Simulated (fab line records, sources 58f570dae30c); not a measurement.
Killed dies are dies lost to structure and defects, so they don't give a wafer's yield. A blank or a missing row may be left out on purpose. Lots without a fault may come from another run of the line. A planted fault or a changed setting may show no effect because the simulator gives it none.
One fault seen from 2 desks | flow berkeley_cmos170 | each desk has only its own numbers; what lay behind them comes last

THE METROLOGY DESK
What the gauges read, lot by lot, whatever tool the lot ran on: means of the sampled wafers that have a number. A lot is out of limits, marked OUT, if its mean lies more than 4 standard deviations from the usual mean; the brackets give that distance.
Columns: A = PFIELD_OVL at UCB170_PFIELD_OVL_MEAS_06, usual 4 nm; B = FIELD_OXIDE_THK at UCB170_FIELD_THK_MEAS_02, usual 561 nm; C = FIELD_OXIDE_LEFT_2_THK at UCB170_FIELD_THK_MEAS_91, usual 356 nm; D = PLDD_TW at UCB170_PLDD_TW_MEAS_11, usual 1002
lot  | first seen here | A  | B   | C   | D
L979 | day 4 22:55     | 9  | 550 | 346 | 1014
L978 | day 4 23:13     | 4  | 552 | 347 | 1010
L981 | day 5 16:56     | 2  | 553 | 348 | 30 (-99 or more) OUT
L983 | day 6 06:09     | 3  | 562 | 356 | 30 (-99 or more) OUT
L989 | day 7 12:05     | -3 | 569 | 364 | 993
L991 | day 7 22:22     | 7  | 561 | 357 | 994
L992 | day 8 09:04     | 10 | 565 | 359 | 1012
L993 | day 8 14:54     | 2  | 554 | 350 | 1012
L995 | day 9 06:14     | -1 | 557 | 352 | 992
L994 | day 9 06:23     | -2 | 556 | 352 | 998
L997 | day 9 13:29     | 7  | 555 | 348 | 1008
L999 | day 9 13:37     | 7  | 569 | 364 | 1010
L998 | day 9 14:22     | 6  | 562 | 358 | 999
L100 | day 10 03:37    | 11 | 572 | 367 | 1010
This desk's finding: out of limits on L981, L983; first on L981, day 8 06:00 (PLDD_TW at UCB170_PLDD_TW_MEAS_11). In limits: L979, L978, L989, L991, L992, L993, L995, L994, L997, L999, L998, L100.

THE TOOL OWNER'S DESK: litho_track-02
The tool's own readings at UCB170_PLDD_DEVELOP_05 (develop time 45 s): means of the sampled wafers that have a number, for each lot that ran on this tool. A lot is out of limits, marked OUT, if its mean lies more than 4 standard deviations from the usual mean; the brackets give that distance.
Columns: A = chill_plate_temp_C at UCB170_PLDD_DEVELOP_05, usual 23.03 C; B = developer_temp_C at UCB170_PLDD_DEVELOP_05, usual 20.98 C
lot  | first seen here | A     | B
L978 | day 7 16:00     | 23.05 | 20.83
L979 | day 7 16:00     | 22.99 | 21.09
L981 | day 8 05:00     | 22.92 | 20.95
L983 | day 8 18:00     | 23.15 | 21.04
L993 | day 10 22:00    | 23.02 | 20.93
L995 | day 11 12:00    | 23.07 | 21.02
L997 | day 11 22:00    | 22.98 | 20.96
L998 | day 11 22:00    | 23.12 | 20.98
L100 | day 12 04:00    | 22.99 | 21.20
This desk's finding: nothing out of limits on any of the 9 lots.

PUT TOGETHER
The metrology desk could have raised an alarm at day 8 06:00, on L981, L983.
The tool owner's desk saw nothing out of limits.
The tool owner's desk has L981, L983 on record, within its limits.
Of the lots named, all ran UCB170_PLDD_DEVELOP_05 on litho_track-02.

WHAT THE SIMULATOR HAD PUT IN
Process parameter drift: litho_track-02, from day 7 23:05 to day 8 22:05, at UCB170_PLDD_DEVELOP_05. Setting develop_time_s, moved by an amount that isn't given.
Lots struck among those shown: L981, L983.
Hours from the fault's start to each desk's first reading out of limits: the metrology desk, 7.
